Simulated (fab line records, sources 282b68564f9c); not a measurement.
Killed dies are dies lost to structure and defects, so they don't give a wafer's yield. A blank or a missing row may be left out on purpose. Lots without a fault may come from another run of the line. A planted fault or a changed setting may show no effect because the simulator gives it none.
Tool commonality check | flow rit_cmos | 14 lots, 42 wafers sampled

WHY IT WAS OPENED
At RIT_PWELL_TW_MEAS_10 the reading PWELL_TW is flagged on 2 of 14 lots. Wafers without a fault read 941, standard deviation 6.6.
Rule: a lot is flagged when every wafer of it that has a number lies more than 4 standard deviations from that mean, or none has a number. The other lots count as sound.

lot  | measured    | on            | PWELL_TW, wafer by wafer | flag
L322 | day 2 08:57 | film_metro-03 | 935 931 936              |
L323 | day 2 15:01 | film_metro-04 | 940 943 942              |
L324 | day 2 15:42 | film_metro-03 | 935 930 929              |
L325 | day 2 23:58 | film_metro-01 | 938 938 941              |
L326 | day 3 03:38 | film_metro-03 | 934 929 937              |
L327 | day 3 06:19 | film_metro-03 | 936 937 935              |
L328 | day 3 11:12 | film_metro-04 | 949 947 950              |
L329 | day 3 18:52 | film_metro-01 | 943 942 945              |
L330 | day 3 23:04 | film_metro-01 | 940 943 939              |
L333 | day 4 14:10 | film_metro-03 | 30 30 30                 | FLAGGED
L334 | day 4 16:18 | film_metro-04 | 30 30 30                 | FLAGGED
L336 | day 5 05:04 | film_metro-01 | 944 936 947              |
L342 | day 6 18:16 | film_metro-04 | 949 950 952              |
L343 | day 6 18:30 | film_metro-01 | 944 941 940              |
The numbers of the flagged lots are 30 on average: -911 against the usual, or -99 or more standard deviations.

WHICH TOOL RAN EACH LOT
The record holds 1 process step before the reading, out of a route of 202 steps. In each cell: the tool, then ch and the chambers that the sampled wafers went through, then the start.
lot  | flag    | RIT_NWELL_STRIP_09
L322 |         | plasma_asher-02 ch 0,1, day 2 07:01
L323 |         | plasma_asher-02 ch 0,1, day 2 13:05
L324 |         | plasma_asher-04 ch 1, day 2 13:58
L325 |         | plasma_asher-02 ch 0,1, day 2 22:12
L326 |         | plasma_asher-03 ch 0,1, day 3 01:49
L327 |         | plasma_asher-03 ch 0,1, day 3 04:28
L328 |         | plasma_asher-03 ch 0,1, day 3 09:21
L329 |         | plasma_asher-02 ch 0,1, day 3 16:53
L330 |         | plasma_asher-04 ch 0,1, day 3 21:11
L333 | FLAGGED | plasma_asher-03 ch 0,1, day 4 12:29
L334 | FLAGGED | plasma_asher-04 ch 0,1, day 4 14:34
L336 |         | plasma_asher-04 ch 0,1, day 5 03:22
L342 |         | plasma_asher-02 ch 0,1, day 6 16:25
L343 |         | plasma_asher-04 ch 0,1, day 6 16:39
What these steps do:
- RIT_NWELL_STRIP_09: strips in O2, time 180 s.
- RIT_PWELL_TW_MEAS_10

FLAGGED OVER TOTAL, TOOL BY TOOL (the gauges that took the reading come last)
step                 | tool            | lots run | flagged | share of the flagged lots | sound lots run after its first flagged lot
RIT_NWELL_STRIP_09   | plasma_asher-02 | 5        | 0       | none                      | -
RIT_NWELL_STRIP_09   | plasma_asher-03 | 4        | 1       | some                      | 0
RIT_NWELL_STRIP_09   | plasma_asher-04 | 5        | 1       | some                      | 2 (L336,L343)
RIT_PWELL_TW_MEAS_10 | film_metro-01   | 5        | 0       | none                      | -
RIT_PWELL_TW_MEAS_10 | film_metro-03   | 5        | 1       | some                      | 0
RIT_PWELL_TW_MEAS_10 | film_metro-04   | 4        | 1       | some                      | 1 (L342)

WHAT THE TABLE ALLOWS
No row of the table ran every flagged lot.

WHAT THE SIMULATOR HAD PUT IN
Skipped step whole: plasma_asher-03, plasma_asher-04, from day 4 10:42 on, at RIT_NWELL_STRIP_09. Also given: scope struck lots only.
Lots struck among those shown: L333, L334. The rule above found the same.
